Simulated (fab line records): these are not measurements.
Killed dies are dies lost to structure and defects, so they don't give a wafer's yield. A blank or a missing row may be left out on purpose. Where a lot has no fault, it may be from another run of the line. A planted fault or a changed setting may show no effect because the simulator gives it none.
Which tool was responsible? | flow berkeley cmos170 | 14 lots, 42 wafers sampled, at 5 steps of a route of 331

## WHAT THE GAUGES READ, wafer by wafer
UCB170_START_THK_MEAS_03. Usual: for START_OXIDE_THK the level is 20.0 nm and the standard deviation is 0.37.
lot  | measured    | on            | START_OXIDE_THK (nm) | flag
L934 | day 1 11:56 | film metro-01 | 19.8 19.4 19.6       |
L935 | day 1 21:17 | film metro-04 | 19.9 19.9 20.2       |
L937 | day 2 08:44 | film metro-03 | 20.6 20.7 20.5       |
L939 | day 2 17:01 | film metro-04 | 19.8 19.5 19.2       |
L941 | day 3 05:32 | film metro-01 | 19.5 19.7 19.5       |
L942 | day 3 05:32 | film metro-03 | 19.9 20.2 20.1       |
L943 | day 3 11:53 | film metro-04 | 20.3 20.3 20.9       |
L944 | day 3 15:55 | film metro-03 | 20.1 20.1 20.2       |
L950 | day 4 22:06 | film metro-04 | 20.2 20.2 20.2       |
L952 | day 5 08:35 | film metro-01 | 20.2 20.1 19.9       |
L953 | day 5 13:20 | film metro-03 | 20.3 20.5 20.9       |
L954 | day 5 19:41 | film metro-04 | 20.2 20.1 20.3       |
L955 | day 6 00:08 | film metro-01 | 19.4 19.6 20.4       |
L957 | day 6 12:07 | film metro-04 | 19.3 19.3 19.4       |

UCB170_PVT_TW_MEAS_09. Usual: for PVT_TW the level is 508 and the standard deviation is 9.2.
lot  | measured     | on            | PVT_TW      | flag
L934 | day 5 10:13  | film metro-02 | 500 499 500 |
L935 | day 5 23:52  | film metro-02 | 498 500 497 |
L937 | day 6 18:17  | film metro-03 | 510 514 511 |
L939 | day 7 05:38  | film metro-04 | 517 517 518 |
L941 | day 6 22:37  | film metro-03 | 509 512 509 |
L942 | day 7 06:14  | film metro-02 | 29 29 29    | OFF
L943 | day 7 05:59  | film metro-02 | 29 29 29    | OFF
L944 | day 7 05:41  | film metro-02 | 495 496 496 |
L950 | day 8 20:50  | film metro-02 | 495 498 495 |
L952 | day 9 09:02  | film metro-04 | 520 517 520 |
L953 | day 9 15:44  | film metro-02 | 499 504 500 |
L954 | day 9 21:36  | film metro-04 | 518 518 521 |
L955 | day 9 22:07  | film metro-04 | 520 517 520 |
L957 | day 10 13:04 | film metro-02 | 497 494 501 |

## TOOL THAT RAN EACH LOT (tool first, then ch and the chambers of the sampled wafers, then the start)
lot  | UCB170_ZERO_STRIP_07                | UCB170_NVT_STRIP_08                  | UCB170_PVT_STRIP_08
L934 | plasma asher-02 ch 0,1, day 1 19:38 | plasma asher-01 ch 0,1, day 5 07:41  | plasma asher-03 ch 0,1, day 5 10:07
L935 | plasma asher-02 ch 0,1, day 2 04:20 | plasma asher-03 ch 0,1, day 5 19:59  | plasma asher-03 ch 0,1, day 5 23:46
L937 | plasma asher-04 ch 0,1, day 2 15:02 | plasma asher-01 ch 1, day 6 15:09    | plasma asher-01 ch 0,1, day 6 18:11
L939 | plasma asher-02 ch 0,1, day 3 00:44 | plasma asher-01 ch 0,1, day 7 02:37  | plasma asher-03 ch 0,1, day 7 05:32
L941 | plasma asher-04 ch 0,1, day 3 09:36 | plasma asher-01 ch 0,1, day 6 20:37  | plasma asher-04 ch 0,1, day 6 22:31
L942 | plasma asher-02 ch 0,1, day 3 09:50 | plasma asher-01 ch 0,1, day 7 03:18  | plasma asher-03 ch 0,1, day 7 06:08
L943 | plasma asher-02 ch 0,1, day 3 15:27 | plasma asher-02 ch 0,1, day 7 03:04  | plasma asher-04 ch 0,1, day 7 05:53
L944 | plasma asher-04 ch 0,1, day 3 20:13 | plasma asher-01 ch 0,1, day 7 02:20  | plasma asher-01 ch 0,1, day 7 05:35
L950 | plasma asher-04 ch 0,1, day 5 02:57 | plasma asher-02 ch 0,1, day 8 17:17  | plasma asher-04 ch 0,1, day 8 20:44
L952 | plasma asher-03 ch 0,1, day 5 13:55 | plasma asher-01 ch 0,1, day 9 05:22  | plasma asher-01 ch 0,1, day 9 08:56
L953 | plasma asher-03 ch 0,1, day 5 19:46 | plasma asher-02 ch 0,1, day 9 13:56  | plasma asher-04 ch 0,1, day 9 15:38
L954 | plasma asher-04 ch 0, day 6 02:48   | plasma asher-02 ch 0,1, day 9 19:50  | plasma asher-04 ch 0,1, day 9 21:30
L955 | plasma asher-02 ch 0,1, day 6 08:10 | plasma asher-01 ch 0,1, day 9 20:15  | plasma asher-01 ch 0,1, day 9 22:01
L957 | plasma asher-03 ch 0,1, day 6 19:14 | plasma asher-03 ch 0,1, day 10 10:21 | plasma asher-04 ch 0,1, day 10 12:59
- UCB170_ZERO_STRIP_07: strips in O2.
- UCB170_NVT_STRIP_08: strips in O2.
- UCB170_PVT_STRIP_08: strips in O2.

## AS READ BY THE TOOLS THEMSELVES (means over the sampled wafers that have a number; for cases with no such wafer, the mark the record gives instead)
UCB170_ZERO_STRIP_07. Usual: chamber pressure mTorr 3500.2 mTorr, standard deviation 2.9; drypump motor current A 5.6 A, standard deviation 0.31; oes product au 0.727 a.u., standard deviation 0.0045; strip time to endpoint s 21.53 s, standard deviation 0.066.
lot  | tool            | chamber pressure mTorr (mTorr) | drypump motor current A (A) | oes product au (a.u.) | strip time to endpoint s (s) | flag
L934 | plasma asher-02 | 3501.7                         | 5.9                         | 0.730                 | 21.49                        |
L935 | plasma asher-02 | 3498.5                         | 5.8                         | 0.728                 | 21.55                        |
L937 | plasma asher-04 | 3501.2                         | 5.3                         | 0.730                 | 21.45                        |
L939 | plasma asher-02 | 3500.5                         | 5.9                         | 0.724                 | 21.57                        |
L941 | plasma asher-04 | 3501.7                         | 5.3                         | 0.730                 | 21.59                        |
L942 | plasma asher-02 | 3503.8                         | 5.8                         | 0.727                 | 21.49                        |
L943 | plasma asher-02 | 3499.6                         | 5.9                         | 0.728                 | 21.54                        |
L944 | plasma asher-04 | 3497.6                         | 5.4                         | 0.723                 | 21.51                        |
L950 | plasma asher-04 | 3501.8                         | 5.4                         | 0.730                 | 21.56                        |
L952 | plasma asher-03 | 3499.8                         | 5.6                         | 0.724                 | 21.41                        |
L953 | plasma asher-03 | 3501.5                         | 5.6                         | 0.727                 | 21.56                        |
L954 | plasma asher-04 | 3502.4                         | 5.4                         | 0.727                 | 21.64                        |
L955 | plasma asher-02 | 3499.6                         | 5.8                         | 0.730                 | 21.54                        |
L957 | plasma asher-03 | 3502.2                         | 5.6                         | 0.729                 | 21.48                        |

UCB170_NVT_STRIP_08. Usual: chamber pressure mTorr 3499 mTorr, standard deviation 3.1; drypump motor current A 5.7 A, standard deviation 0.32; oes product au 0.734 a.u., standard deviation 0.0044; strip time to endpoint s 21.41 s, standard deviation 0.079.
lot  | tool            | chamber pressure mTorr (mTorr) | drypump motor current A (A) | oes product au (a.u.) | strip time to endpoint s (s) | flag
L934 | plasma asher-01 | 3499                           | 5.9                         | 0.733                 | 21.31                        |
L935 | plasma asher-03 | 3499                           | 5.6                         | 0.734                 | 21.46                        |
L937 | plasma asher-01 | 3496                           | 6.0                         | 0.733                 | 21.41                        |
L939 | plasma asher-01 | 3500                           | 5.8                         | 0.736                 | 21.40                        |
L941 | plasma asher-01 | 3501                           | 5.7                         | 0.735                 | 21.29                        |
L942 | plasma asher-01 | -                              | -                           | -                     | -                            | OFF
L943 | plasma asher-02 | -                              | -                           | -                     | -                            | OFF
L944 | plasma asher-01 | 3503                           | 5.7                         | 0.737                 | 21.42                        |
L950 | plasma asher-02 | 3502                           | 5.9                         | 0.736                 | 21.46                        |
L952 | plasma asher-01 | 3501                           | 5.7                         | 0.730                 | 21.39                        |
L953 | plasma asher-02 | 3497                           | 5.8                         | 0.734                 | 21.49                        |
L954 | plasma asher-02 | 3499                           | 5.9                         | 0.734                 | 21.46                        |
L955 | plasma asher-01 | 3498                           | 5.9                         | 0.737                 | 21.27                        |
L957 | plasma asher-03 | 3503                           | 5.3                         | 0.734                 | 21.44                        |

UCB170_PVT_STRIP_08. Usual: chamber pressure mTorr 3500 mTorr, standard deviation 3.5; drypump motor current A 5.5 A, standard deviation 0.31; oes product au 0.724 a.u., standard deviation 0.0044; strip time to endpoint s 21.66 s, standard deviation 0.073.
lot  | tool            | chamber pressure mTorr (mTorr) | drypump motor current A (A) | oes product au (a.u.) | strip time to endpoint s (s) | flag
L934 | plasma asher-03 | 3501                           | 5.4                         | 0.722                 | 21.65                        |
L935 | plasma asher-03 | 3501                           | 5.6                         | 0.726                 | 21.65                        |
L937 | plasma asher-01 | 3503                           | 5.7                         | 0.724                 | 21.73                        |
L939 | plasma asher-03 | 3501                           | 5.4                         | 0.724                 | 21.69                        |
L941 | plasma asher-04 | 3502                           | 5.4                         | 0.726                 | 21.56                        |
L942 | plasma asher-03 | 3497                           | 5.6                         | 0.730                 | 47.74                        | OFF
L943 | plasma asher-04 | 3498                           | 5.4                         | 0.727                 | 47.57                        | OFF
L944 | plasma asher-01 | 3501                           | 5.9                         | 0.728                 | 21.49                        |
L950 | plasma asher-04 | 3498                           | 5.3                         | 0.727                 | 21.71                        |
L952 | plasma asher-01 | 3501                           | 5.7                         | 0.730                 | 21.62                        |
L953 | plasma asher-04 | 3496                           | 5.4                         | 0.723                 | 21.57                        |
L954 | plasma asher-04 | 3503                           | 5.4                         | 0.720                 | 21.71                        |
L955 | plasma asher-01 | 3502                           | 5.7                         | 0.724                 | 21.62                        |
L957 | plasma asher-04 | 3503                           | 5.4                         | 0.724                 | 21.64                        |

## THE ANSWER, worked out from the rows above alone
Rule: a lot counts as off when the mean over its wafers that have a number is more than 3 standard deviations away from the usual mean. Also off: a lot with no number at a reading for which 4 or more lots have one. The other lots that the step has rows for count as sound. Order of review: gauges by route order, followed by the tools' own readings, for which a lot's mean as printed above is used. At the first step where some lot is off, the reading lying furthest off is the one used; lots without a number count as furthest.
Off: L942, L943, seen at UCB170_PVT_TW_MEAS_09 (PVT_TW).
A tool fits if, at a process step before that reading, it ran every lot that is off, and no sound lot after the first of them. Not tried: the gauges at UCB170_PVT_TW_MEAS_09; whatever is off there is also off at UCB170_NVT_STRIP_08, on other tools, and gauge error can't account for it. Of those tried, none fits.

## WHAT WAS PUT IN BY THE SIMULATOR
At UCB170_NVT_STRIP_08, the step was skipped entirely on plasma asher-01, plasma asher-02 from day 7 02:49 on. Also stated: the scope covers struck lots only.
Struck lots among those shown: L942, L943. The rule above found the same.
